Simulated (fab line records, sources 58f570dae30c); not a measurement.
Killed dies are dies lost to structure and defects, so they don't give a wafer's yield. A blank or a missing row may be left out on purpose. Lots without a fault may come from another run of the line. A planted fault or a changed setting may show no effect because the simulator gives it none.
A struck lot beside a sound one | flow berkeley_cmos170 | 39 steps out of a route of 331
Sound: wafers L162.1, L162.3, L162.5. Struck: wafers L164.1, L164.4, L164.5. The cause comes at the end.
At each step with rows: each side's tool, then ch and its chambers, then its first start. Under that, the readings that differ: sound wafers | struck wafers | difference of the means | sigmas: that difference in standard deviations of wafers without a fault.
alike: readings whose means differ by less than 2 such deviations, and words and numbers that are the same on both sides. not compared: withheld readings, readings that some wafer has no value for, bounds like >300 that may hide the same value, and numbers for which the record gives no deviation and whose values overlap.
The two part at a step that has a row with sigmas, a row that says differs or no value, or rows on one side only. Numbers that don't overlap but have no deviation are shown without sigmas and don't part them. A reading that every wafer of one side lacks parts them only if that side has two wafers or more.

first, 4 steps without rows for these wafers: UCB170_PWELL_WET_ETCH_19 (etches Si3N4 in H3PO4, time 14400 s); UCB170_PWELL_WET_ETCH_20 (etches SiO2 in BOE, time 22 s); UCB170_WELLDRIVE_CLEAN_00 (cleans in SPM, time 600 s); UCB170_WELLDRIVE_OXIDATION_01 (target thk 199 nm, ox time 9000 s).
UCB170_WELLDRIVE_THK_MEAS_02:
  sound on film_metro-04, day 4 00:50; struck on film_metro-02, day 4 06:29
  reading                  | sound       | struck      | difference | sigmas
  WELLDRIVE_OXIDE_THK (nm) | 195 194 195 | 203 204 207 | +10        | +2
then, 5 steps without rows for these wafers: UCB170_WELLDRIVE_ANNEAL_03 (time 900 s); UCB170_WELLDRIVE_WET_ETCH_04 (etches SiO2 in BOE, time 120 s); UCB170_ACTIVE_CLEAN_00 (cleans in SPM, time 600 s); UCB170_ACTIVE_CLEAN_01 (cleans in dHF, time 60 s); UCB170_ACTIVE_OXIDATION_02 (target thk 26.4 nm, ox time 1260 s).
UCB170_ACTIVE_THK_MEAS_03:
  sound on film_metro-03, day 4 07:51; struck on film_metro-03, day 4 16:27
  alike: ACTIVE_OXIDE_THK
then, 1 step without rows for these wafers: UCB170_ACTIVE_ANNEAL_04 (time 900 s).
UCB170_ACTIVE_CVD_05: deposits Si3N4 from SiH2Cl2/NH3, target thk 220 nm, time 3300 s.
  sound on lpcvd-01 ch 1, day 4 12:32; struck on lpcvd-01 ch 0, day 4 19:47
  reading                                  | sound             | struck            | difference | sigmas
  model.Si3N4_of_ACTIVE_CVD_05.thk_nm (nm) | 221.2 218.3 219.8 | 199.4 197.4 196.3 | -22.1      |
  alike: nh3_flow_sccm, pressure_mtorr
UCB170_ACTIVE_THK_MEAS_06:
  sound on film_metro-03, day 4 14:26; struck on film_metro-04, day 4 21:59
  reading                 | sound             | struck            | difference | sigmas
  ACTIVE_NITRIDE_THK (nm) | 221.5 218.3 219.7 | 199.3 197.5 196.4 | -22.1      | -9
  not compared: hold
then, 5 steps without rows for these wafers: UCB170_ACTIVE_COAT_08 (resist thk 900 nm); UCB170_ACTIVE_SOFTBAKE_09 (time 60 s); UCB170_ACTIVE_EXPOSE_10 (exposes mask ACTIVE, target cd 1200 nm); UCB170_ACTIVE_PEB_11; UCB170_ACTIVE_DEVELOP_12 (develop time 45 s).
UCB170_ACTIVE_CD_MEAS_13: target cd 1200 nm.
  sound on cd_sem-02, day 4 15:32; struck on cd_sem-01, day 5 03:34
  alike: cd_nm
UCB170_ACTIVE_OVL_MEAS_14:
  sound on overlay-01, day 4 15:40; struck on overlay-01, day 5 03:41
  alike: ACTIVE_OVL
UCB170_ACTIVE_ETCH_15: etches Si3N4 in CH3F/Ar/O2, stops on SiO2, target depth 242 nm, time 151 s.
  sound on rie_diel-01 ch 0,1,3, day 4 15:42; struck on rie_diel-04 ch 0,2,3, day 5 03:43
  reading                  | sound             | struck            | difference | sigmas
  oes_product_au (a.u.)    | 0.958 0.927 0.949 | 0.899 0.907 0.880 | -0.049     | -3
  model.etch.depth_nm (nm) | 221.2 218.3 219.8 | 199.4 197.4 196.3 | -22.1      |
  alike: chamber_pressure_mTorr, drypump_motor_current_A, rf_fwd_power_W, throttle_valve_pct
  not compared: rf_hours_counter_h
UCB170_ACTIVE_STRIP_16: strips in O2.
  sound on plasma_asher-02 ch 0,1, day 4 15:48; struck on plasma_asher-03 ch 0, day 5 03:57
  alike: chamber_pressure_mTorr, drypump_motor_current_A, oes_product_au, strip_time_to_endpoint_s
  not compared: rf_hours_counter_h
UCB170_ACTIVE_CD_MEAS_90: target cd 1200 nm.
  sound on cd_sem-02, day 4 15:56; struck on cd_sem-02, day 5 04:03
  reading    | sound                | struck               | difference | sigmas
  cd_nm (nm) | 1200.8 1200.4 1199.3 | 1203.3 1203.1 1202.7 | +2.9       | +2
then, 7 steps without rows for these wafers: UCB170_ACTIVE_CLEAN_17 (cleans in SPM, time 600 s); UCB170_PFIELD_HMDS_00 (prime time 60 s); UCB170_PFIELD_COAT_01 (resist thk 900 nm); UCB170_PFIELD_SOFTBAKE_02 (time 60 s); UCB170_PFIELD_EXPOSE_03 (exposes mask PFIELD, target cd 1500 nm); UCB170_PFIELD_PEB_04; UCB170_PFIELD_DEVELOP_05 (develop time 45 s).
UCB170_PFIELD_OVL_MEAS_06:
  sound on overlay-01, day 4 21:10; struck on overlay-01, day 5 05:44
  alike: PFIELD_OVL
then, 1 step without rows for these wafers: UCB170_PFIELD_IMPLANT_07.
UCB170_PFIELD_STRIP_08: strips in O2.
  sound on plasma_asher-01 ch 0,1, day 4 21:21; struck on plasma_asher-02 ch 0,1, day 5 05:56
  alike: chamber_pressure_mTorr, drypump_motor_current_A, oes_product_au, strip_time_to_endpoint_s
  not compared: rf_hours_counter_h
UCB170_PFIELD_TW_MEAS_09:
  sound on film_metro-01, day 4 21:27; struck on film_metro-02, day 5 06:02
  alike: PFIELD_TW
then, 1 step without rows for these wafers: UCB170_FIELD_CLEAN_00 (cleans in dHF, time 7.5 s).
UCB170_FIELD_OXIDATION_01: target thk 558.3 nm, ox time 7200 s.
  sound on furnace-03 ch 0, day 5 00:26; struck on furnace-01 ch 0, day 5 07:32
  reading                                  | sound             | struck            | difference | sigmas
  model.Si3N4_of_ACTIVE_CVD_05.thk_nm (nm) | 213.9 211.1 212.5 | 192.1 190.2 189.1 | -22.0      |
  alike: ox_temp_c_max
UCB170_FIELD_THK_MEAS_02:
  sound on film_metro-01, day 5 03:26; struck on film_metro-01, day 5 10:32
  alike: FIELD_OXIDE_THK
then, 1 step without rows for these wafers: UCB170_M3_PROBE_99.

WHERE THEY PART
First at UCB170_WELLDRIVE_THK_MEAS_02; last, within this record, at UCB170_ACTIVE_CD_MEAS_90. Later steps at which nothing parts them and some readings are alike: UCB170_PFIELD_OVL_MEAS_06, UCB170_PFIELD_STRIP_08, UCB170_PFIELD_TW_MEAS_09, UCB170_FIELD_OXIDATION_01, UCB170_FIELD_THK_MEAS_02.

WHY: what the simulator had put in
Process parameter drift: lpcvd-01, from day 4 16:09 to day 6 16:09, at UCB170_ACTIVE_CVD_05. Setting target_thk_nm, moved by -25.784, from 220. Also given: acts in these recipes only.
